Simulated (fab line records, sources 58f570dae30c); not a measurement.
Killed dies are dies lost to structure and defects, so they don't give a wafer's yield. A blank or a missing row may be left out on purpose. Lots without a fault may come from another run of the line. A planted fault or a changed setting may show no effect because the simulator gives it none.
Which tool did it? | flow berkeley_cmos170 | 13 lots, 39 wafers sampled, at 2 steps of a route of 331

WHAT THE GAUGES READ, wafer by wafer
UCB170_V1_CD_MEAS_12: target cd 700 nm.
lot  | measured     | on        | cd_nm (nm)
L238 | day 7 17:32  | cd_sem-02 | 698.6 699.6 699.0
L237 | day 7 17:34  | cd_sem-01 | 699.7 698.9 698.3
L236 | day 7 17:43  | cd_sem-02 | 699.0 699.4 699.8
L240 | day 8 00:49  | cd_sem-01 | 700.2 701.9 700.0
L239 | day 8 01:03  | cd_sem-02 | 699.7 698.8 699.9
L243 | day 9 02:11  | cd_sem-01 | 699.1 701.4 700.5
L244 | day 9 02:25  | cd_sem-02 | 701.8 702.5 701.7
L242 | day 9 02:57  | cd_sem-02 | 699.2 701.7 700.3
L241 | day 9 03:10  | cd_sem-02 | 697.1 697.5 698.1
L253 | day 10 22:38 | cd_sem-02 | 695.9 697.4 695.9
L257 | day 11 08:45 | cd_sem-01 | 699.2 699.9 699.7
L258 | day 12 00:46 | cd_sem-01 | 699.5 699.8 698.4
L259 | day 12 14:49 | cd_sem-01 | 701.6 702.8 703.6

UCB170_M2_CD_MEAS_15: target cd 700 nm.
lot  | measured     | on        | cd_nm (nm)
L238 | day 7 20:47  | cd_sem-01 | 702.7 702.9 701.4
L237 | day 7 20:53  | cd_sem-02 | 699.5 699.4 700.0
L236 | day 7 21:04  | cd_sem-01 | 700.0 699.6 698.7
L240 | day 8 03:42  | cd_sem-01 | 701.8 700.2 700.3
L239 | day 8 04:01  | cd_sem-01 | 701.9 701.9 701.5
L243 | day 9 05:14  | cd_sem-01 | 700.1 699.0 698.5
L244 | day 9 05:23  | cd_sem-01 | 698.2 697.2 698.0
L242 | day 9 06:34  | cd_sem-01 | 698.8 701.6 699.7
L241 | day 9 06:50  | cd_sem-02 | 701.8 700.8 701.9
L253 | day 11 01:22 | cd_sem-02 | 700.8 700.6 699.1
L257 | day 11 12:59 | cd_sem-02 | 699.0 700.3 699.6
L258 | day 12 04:08 | cd_sem-02 | 699.5 700.8 700.5
L259 | day 12 18:16 | cd_sem-02 | 698.1 698.4 699.7

WHICH TOOL RAN EACH LOT (tool, then ch and the chambers of the sampled wafers, then the start)
The record holds no process step before these readings.

WHAT THE TOOLS THEMSELVES READ (means of the sampled wafers that have a number; where no wafer has one, the mark that the record gives instead)
The record holds no such reading with a usual standard deviation.

THE ANSWER, worked out from the rows above alone
Rule: what is usual is taken from the lots themselves. Put in order of their means at a reading, lots are off if they are a third of the lots or fewer, leave a main group of 4 or more, and stand apart from it by a gap of 3 or more times the standard deviation of the main group's means; of several such gaps the widest counts. A main group whose means are all the same, to the digits that the tables above print for the reading, isn't used. A lot without any number at a reading at which 4 lots or more have one is off too. The other lots that the step has rows for count as sound. The gauges are gone through in route order, then the tools' own readings, and for those a lot's mean is taken as printed above. The first step at which some lot is off is used, and at that step the reading that is off furthest; a lot without a number counts as furthest.
No lot is off at any reading shown: from this, nothing can be told.

WHAT THE SIMULATOR HAD PUT IN
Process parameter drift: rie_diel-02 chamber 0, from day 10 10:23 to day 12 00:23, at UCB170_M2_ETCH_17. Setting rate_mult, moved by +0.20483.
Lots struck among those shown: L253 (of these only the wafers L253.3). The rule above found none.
